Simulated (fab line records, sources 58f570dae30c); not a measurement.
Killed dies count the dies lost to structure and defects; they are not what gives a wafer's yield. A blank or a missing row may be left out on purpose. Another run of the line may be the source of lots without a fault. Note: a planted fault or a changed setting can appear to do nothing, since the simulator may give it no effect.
Which tool is to blame? | flow berkeleyCmos170 | route of 331 steps, sampled at 1 step: 7 lots, 21 wafers

WHAT THE GAUGES READ, wafer by wafer
UCB170_GATE_CD_MEAS_12 targets a cd of 350 nm.
lot  | measured     | on       | cdNm (nm)
L792 | day 6 18:13  | cdSem-02 | 349.6 349.7 348.5
L794 | day 7 06:59  | cdSem-01 | 351.3 350.1 352.6
L803 | day 8 20:43  | cdSem-02 | 350.7 349.9 349.2
L802 | day 8 21:02  | cdSem-02 | 349.2 350.0 349.2
L806 | day 9 19:29  | cdSem-01 | 349.5 351.0 351.0
L809 | day 10 00:33 | cdSem-02 | 350.7 351.2 350.7
L811 | day 10 14:00 | cdSem-02 | 349.5 349.2 351.0

WHICH TOOL RAN EACH LOT (tool, then ch and the chambers of the sampled wafers, then the start)
Record: no process step prior to these readings.

THE ANSWER, worked out from the rows above alone
Rule: the usual values come from the lots themselves. The widest of any qualifying gaps counts: lots, ordered by their means at a reading, are off when they make up no more than a third of the lots, leave a main group of 4 or more, and stand apart from it by 3 or more times the standard deviation of that group's means. Not used: any main group whose means are identical at the precision the tables above print for the reading. A lot without any number at a reading at which 4 lots or more have one is off too. All remaining lots with rows at the step are treated as sound.
Across all readings shown, no lot is off: no conclusion can be drawn from this.

WHAT WAS PUT IN BY THE SIMULATOR
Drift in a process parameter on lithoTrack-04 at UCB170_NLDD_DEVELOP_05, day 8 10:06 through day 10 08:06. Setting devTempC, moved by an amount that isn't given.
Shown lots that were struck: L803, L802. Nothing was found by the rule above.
